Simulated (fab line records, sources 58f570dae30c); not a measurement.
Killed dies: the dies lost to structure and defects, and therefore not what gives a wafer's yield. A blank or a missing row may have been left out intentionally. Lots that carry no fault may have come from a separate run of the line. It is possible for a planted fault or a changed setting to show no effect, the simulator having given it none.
Problem report, 8D (eight disciplines) form, completed by code    flow berkeleyCmos170    the parts of the form that need people (team, actions taken, sign-off) are left out

== 1. PROBLEM STATEMENT ==
Mean SPACER_TEOS_THK at UCB170_SPACER_THK_MEAS_01: 324 nm over 6 wafers in 2 lots; fault-free wafers: 374 nm, standard deviation 4.8. That puts it -10 standard deviations away from the usual mean.
The first sign was on wafer L356.2 at day 7 14:34, on filmMetro-02. The record holds 42 wafers of 14 lots with a number at this step. The rule behind "out" and "out of limits": a value lying over 4 standard deviations away from the usual mean. Any other wafer with a number is counted as sound.

== 2. WHAT THIS IS AND IS NOT ==
question                     is                          is not
which readings at this step  SPACER_TEOS_THK             -
which lots                   L356, L360                  L349, L351, L355, L358, L362, L363, L364, L367, L368, L369, L370, L372
which wafers of those lots   all that have a number      -
read on which gauges         filmMetro-02, filmMetro-03  filmMetro-01
when                         from day 7 14:34            up to then (9 sound wafers); but 27 sound wafers of L358, L362, L363, L364, L367, L368, L369, L370, L372 came after

== 3. THE SUSPECTS, EACH WITH WHAT RULES IT OUT ==
Counting: a tool stays on the suspect list if, at a process step up to the reading, it processed all lots that are out and no sound lot following the first of them.
- the gauge at UCB170_SPACER_THK_MEAS_01 is ruled out. Those wafers that are out were read across 2 gauges (filmMetro-02, filmMetro-03).
- pecvd-03 at UCB170_SPACER_CVD_00 (deposits SiO2 from TEOS/O2, target thk 376 nm, time 47 s): kept. It ran every lot that is out, first L356 (day 7 14:31), and no sound lot after that; its last sound lot up to then is L351 (day 6 13:34).
The count leaves pecvd-03 at UCB170_SPACER_CVD_00.

== 4. THE CAUSE (what the simulator had put in) ==
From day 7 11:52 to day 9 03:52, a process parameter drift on pecvd-03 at UCB170_SPACER_CVD_00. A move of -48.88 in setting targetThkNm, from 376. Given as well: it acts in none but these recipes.
The count eliminated every tool but this one.

== 5. THE EFFECT CHAIN, in route order ==
Rows list readings where the struck wafers' mean (over those with a number) sits beyond 3 standard deviations from the usual. Scope: only readings with a usual standard deviation given in the record; hours: median across lots of the time from each lot's start at the first step in this table that gives one to its start at this step; sigmas: change in usual standard deviations.
hours  step                       reading          usual       on struck wafers  change  sigmas
0      UCB170_SPACER_THK_MEAS_01  SPACER_TEOS_THK  374 nm      324               -50     -10
5      UCB170_SPACER_ETCHBACK_03  oesProductAu     0.890 a.u.  0.810             -0.080  -4.7
Its process steps:
- UCB170_SPACER_ETCHBACK_03: etches SiO2 in CHF3/CF4/Ar, stops on Si, target depth 376 nm, time 100 s.
At these later measuring or inspecting steps, every struck wafer for which the step has a row has a number for every such reading, and none has moved that far: UCB170_PSD_TW_MEAS_10.

== 6. HOW IT WOULD HAVE BEEN CAUGHT EARLIER ==
3 hours passed between the start of the fault at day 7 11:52 and the first reading out of limits at a measuring or inspecting step in this record, taken at day 7 14:34.
Tool readings at UCB170_SPACER_CVD_00 with a usual standard deviation given in the record: none out on any struck wafer, hence no alarm at a limit of 4 standard deviations on them.
Of the lots that are out (2), L360 began UCB170_SPACER_CVD_00 on pecvd-03 after day 7 14:34. It would have been spared by a hold on the tool at that moment.
